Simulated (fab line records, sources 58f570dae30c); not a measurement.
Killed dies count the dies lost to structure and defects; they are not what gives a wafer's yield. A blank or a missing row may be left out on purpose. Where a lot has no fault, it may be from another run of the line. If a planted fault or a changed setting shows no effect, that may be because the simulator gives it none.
Struck lot and sound lot, side by side	flow berkeley cmos170	14 out of 331 route steps
Sound: wafers L673.3, L673.4, L673.5. Struck: wafers L671.1, L671.2, L671.4. At the end, the cause is stated.
Per side, at each step with rows, come the tool, then ch with its chambers, and then its first start. Under that, the readings that differ: sound wafers	struck wafers	difference of the means	sigmas: that difference in standard deviations of wafers without a fault.
alike: readings whose means differ by less than 2 such deviations, and words and numbers that are the same on both sides. not compared: withheld readings, readings that some wafer has no value for, bounds like >300 that may hide the same value, and numbers for which the record gives no deviation and whose values overlap.
Wherever a step has rows on one side only, a row that says differs or no value, or a row with sigmas, the two part there. When numbers do not overlap yet have no deviation, they are printed without sigmas and do not part them. Lack of a reading on every wafer of one side parts them only where that side has two or more wafers.

first, 5 steps without rows for these wafers: UCB170_NLDD_COAT_01 (resist thk 900 nm); UCB170_NLDD_SOFTBAKE_02 (time 60 s); UCB170_NLDD_EXPOSE_03 (exposes mask NSELECT, target cd 1200 nm); UCB170_NLDD_PEB_04; UCB170_NLDD_DEVELOP_05 (develop time 45 s).
UCB170_NLDD_CD_MEAS_06 targets a cd of 1200 nm.
  sound on cd sem-01, day 10 18:19; struck on cd sem-01, day 10 17:19
  alike: cd nm
UCB170_NLDD_OVL_MEAS_07:
  sound on overlay-01, day 10 18:24; struck on overlay-01, day 10 17:26
  alike: NLDD_OVL
then, 2 steps without rows for these wafers: UCB170_NLDD_IMPLANT_08; UCB170_NLDD_IMPLANT_09.
UCB170_NLDD_STRIP_10: strips in O2.
  sound on plasma asher-03 ch 0,1, day 10 18:46; struck on plasma asher-04 ch 0,1, day 10 17:46
  alike: drypump motor current A, oes product au, strip time to endpoint s
  not compared: rf hours counter h
UCB170_NLDD_TW_MEAS_11:
  sound on film metro-03, day 10 18:51; struck on film metro-03, day 10 17:52
  alike: NLDD_TW
then, 1 step without rows for these wafers: UCB170_NLDD_CLEAN_12 (cleans in SPM, time 600 s).
UCB170_SPACER_CVD_00: deposits SiO2 from TEOS/O2, target thk 376 nm, time 47 s.
  sound on pecvd-03 ch 0,1,2, day 10 22:19; struck on pecvd-03 ch 0,1,2, day 10 18:06
  no value came back on the struck wafers for heater power w (W), pressure mtorr (mTorr); on the sound wafers heater power w (W) reads 212 299 238
then, 1 step without rows for these wafers: UCB170_SPACER_ANNEAL_02 (time 1800 s).

WHERE THEY PART
Only at UCB170_SPACER_CVD_00, within this record.

WHY: what had been put in by the simulator
Entire step skipped (pecvd-03, UCB170_SPACER_CVD_00), from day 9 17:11 onward. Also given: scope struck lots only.
